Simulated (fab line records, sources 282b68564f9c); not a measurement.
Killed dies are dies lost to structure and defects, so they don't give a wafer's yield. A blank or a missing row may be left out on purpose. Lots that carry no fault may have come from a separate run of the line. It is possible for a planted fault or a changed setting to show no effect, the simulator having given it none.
Which of the tools did it? | flow rit cmos | at 1 step of a route of 202, 7 lots with 21 wafers sampled

== WHAT THE GAUGES READ, wafer by wafer ==
RIT_PSD_OVL_MEAS_06.
lot  | measured    | on         | PSD_OVL (nm)
L681 | day 3 12:29 | overlay-01 | 0.4 -0.1 1.3
L683 | day 3 22:12 | overlay-01 | 3.1 4.6 3.9
L686 | day 4 12:34 | overlay-02 | 0.3 -0.6 0.0
L689 | day 5 04:17 | overlay-02 | 1.5 1.9 0.0
L693 | day 5 22:44 | overlay-02 | 1.3 0.6 -0.3
L697 | day 6 18:28 | overlay-02 | -1.2 -1.3 -1.7
L702 | day 7 20:03 | overlay-02 | 0.9 0.6 2.5

== WHICH TOOL RAN EACH LOT (tool, then ch and the chambers of the sampled wafers, then the start) ==
There is no process step in the record ahead of these readings.

== THE ANSWER, worked out from the rows above alone ==
Rule: the lots themselves supply what counts as usual. The widest of any qualifying gaps counts: lots, ordered by their means at a reading, are off when they make up no more than a third of the lots, leave a main group of 4 or more, and stand apart from it by 3 or more times the standard deviation of that group's means. If all means in a main group match to the digits the tables above print for the reading, that group is not used. Also off: a lot with no number at a reading for which 4 or more lots have one. All remaining lots with rows at the step are treated as sound.
No lot is off on any of the readings shown, so nothing can be concluded from this.

== WHAT THE SIMULATOR HAD INSERTED ==
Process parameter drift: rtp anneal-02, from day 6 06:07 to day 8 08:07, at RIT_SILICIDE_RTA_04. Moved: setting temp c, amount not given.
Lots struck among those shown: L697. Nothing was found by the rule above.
